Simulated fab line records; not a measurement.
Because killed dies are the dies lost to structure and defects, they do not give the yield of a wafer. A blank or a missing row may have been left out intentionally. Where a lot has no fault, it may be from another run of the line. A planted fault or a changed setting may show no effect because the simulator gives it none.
The tool behind it: which one? :: flow rit cmos :: 7 lots (21 wafers sampled), 1 step of a 202-step route

WHAT THE GAUGES SHOWED, per wafer
RIT_WELLDRIVE_RS_MEAS_02: measures by four-point-probe.
lot: L913
measured: day 2 08:59
on: film metro-04
PWELL_RS (ohm/sq): 429.9 429.0 428.3

lot: L915
measured: day 2 20:28
on: film metro-02
PWELL_RS (ohm/sq): 428.2 429.2 427.6

lot: L920
measured: day 3 20:51
on: film metro-04
PWELL_RS (ohm/sq): 430.4 429.7 428.8

lot: L922
measured: day 4 06:01
on: film metro-04
PWELL_RS (ohm/sq): 428.3 428.9 429.7

lot: L925
measured: day 4 21:41
on: film metro-02
PWELL_RS (ohm/sq): 429.9 430.1 429.7

lot: L928
measured: day 5 13:19
on: film metro-02
PWELL_RS (ohm/sq): 427.9 429.4 429.2

lot: L932
measured: day 6 09:19
on: film metro-02
PWELL_RS (ohm/sq): 428.5 429.2 429.7

WHICH TOOL RAN EACH LOT (tool, then ch and the chambers of the sampled wafers, then the start)
No process step before these readings appears in the record.

THE ANSWER, worked out from the rows above alone
Rule: the usual values come from the lots themselves. The widest of any qualifying gaps counts: lots, ordered by their means at a reading, are off when they make up no more than a third of the lots, leave a main group of 4 or more, and stand apart from it by 3 or more times the standard deviation of that group's means. A main group whose means are all the same, to the digits that the tables above print for the reading, isn't used. A lot without any number at a reading at which 4 lots or more have one is off too. All remaining lots with rows at the step are treated as sound.
No lot is off on any of the readings shown, so nothing can be concluded from this.

WHAT HAD BEEN PUT IN BY THE SIMULATOR
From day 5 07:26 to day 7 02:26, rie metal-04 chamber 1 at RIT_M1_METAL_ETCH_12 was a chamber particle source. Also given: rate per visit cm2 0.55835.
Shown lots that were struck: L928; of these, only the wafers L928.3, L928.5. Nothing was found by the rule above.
